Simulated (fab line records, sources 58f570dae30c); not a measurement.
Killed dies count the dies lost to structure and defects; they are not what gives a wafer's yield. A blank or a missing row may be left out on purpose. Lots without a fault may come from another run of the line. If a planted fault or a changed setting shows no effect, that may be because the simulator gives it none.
A single fault, viewed from 2 desks :: flow berkeley-cmos170 :: each desk has only its own numbers; what lay behind them comes last

== THE METROLOGY DESK ==
Means of the sampled wafers that have a number, per lot and without regard to the tool the lot ran on: this is what the gauges read. A lot is out of limits, marked OUT, if its mean lies more than 4 standard deviations from the usual mean; the brackets give that distance.
Columns: A = PWELL_OVL at UCB170_PWELL_OVL_MEAS_13, usual 1 nm; B = PFIELD_TW at UCB170_PFIELD_TW_MEAS_09, usual 597; C = SCREENOX_OXIDE_THK at UCB170_SCREENOX_THK_MEAS_02, usual 14.54 nm
lot: L314
first seen here: day 3 11:19
A: 3
B: 599
C: 14.86

lot: L315
first seen here: day 3 11:34
A: 1
B: 600
C: 14.49

lot: L318
first seen here: day 4 03:13
A: 4
B: 600
C: 14.59

lot: L320
first seen here: day 4 15:13
A: 0
B: 604
C: 14.75

lot: L322
first seen here: day 5 01:37
A: 0
B: 603
C: 14.73

lot: L323
first seen here: day 5 12:28
A: 0
B: 598
C: 14.32

lot: L326
first seen here: day 5 21:40
A: 0
B: 599
C: 14.51

lot: L329
first seen here: day 6 08:32
A: -3
B: 601
C: 14.65

lot: L328
first seen here: day 6 08:43
A: 4
B: 589
C: 14.53

lot: L333
first seen here: day 7 07:09
A: -9
B: 569 (-5.1) OUT
C: 14.39

lot: L332
first seen here: day 7 19:19
A: -4
B: 567 (-5.5) OUT
C: 14.19

lot: L335
first seen here: day 7 19:32
A: 1
B: 588
C: 14.95

lot: L336
first seen here: day 8 02:23
A: 6
B: 599
C: 14.32

lot: L337
first seen here: day 8 02:52
A: -9
B: 604
C: 14.55
This desk finds L332, L333 out of limits, with the earliest case on L333 at day 8 20:33 (PFIELD_TW at UCB170_PFIELD_TW_MEAS_09). Within limits: L314, L315, L318, L320, L322, L323, L326, L329, L328, L335, L336, L337.

== TOOL OWNER'S DESK, implanter-03 ==
The tool's own readings at UCB170_PFIELD_IMPLANT_07, given as means over the sampled wafers that have a number, one for each lot that went through this tool. A lot is out of limits, marked OUT, if its mean lies more than 4 standard deviations from the usual mean; the brackets give that distance.
Columns: A = beam-energy-keV at UCB170_PFIELD_IMPLANT_07, usual 79.999
lot: L314
first seen here: day 4 19:46
A: 79.977

lot: L326
first seen here: day 7 06:23
A: 80.009

lot: L329
first seen here: day 7 15:13
A: 80.009

lot: L333
first seen here: day 8 20:19
A: 52.002 (-99 or more) OUT

lot: L332
first seen here: day 9 07:46
A: 52.030 (-99 or more) OUT
This desk's verdict: out of limits on L332, L333, starting with L333 at day 8 20:19 (beam-energy-keV at UCB170_PFIELD_IMPLANT_07). Within limits: L314, L326, L329.

== BROUGHT TOGETHER ==
An alarm could have come from the tool owner's desk at day 8 20:19, on L332, L333.
At day 8 20:33 the metrology desk could have sounded an alarm, on L332, L333.
On implanter-03, each named lot ran UCB170_PFIELD_IMPLANT_07.

== WHAT THE SIMULATOR PUT IN ==
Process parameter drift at UCB170_PFIELD_IMPLANT_07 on implanter-03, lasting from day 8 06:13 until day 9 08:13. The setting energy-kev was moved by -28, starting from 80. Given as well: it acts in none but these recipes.
Lots struck among those shown: L332, L333.
Hours from the fault's start to each desk's first reading out of limits: the tool owner's desk, 14; the metrology desk, 14.
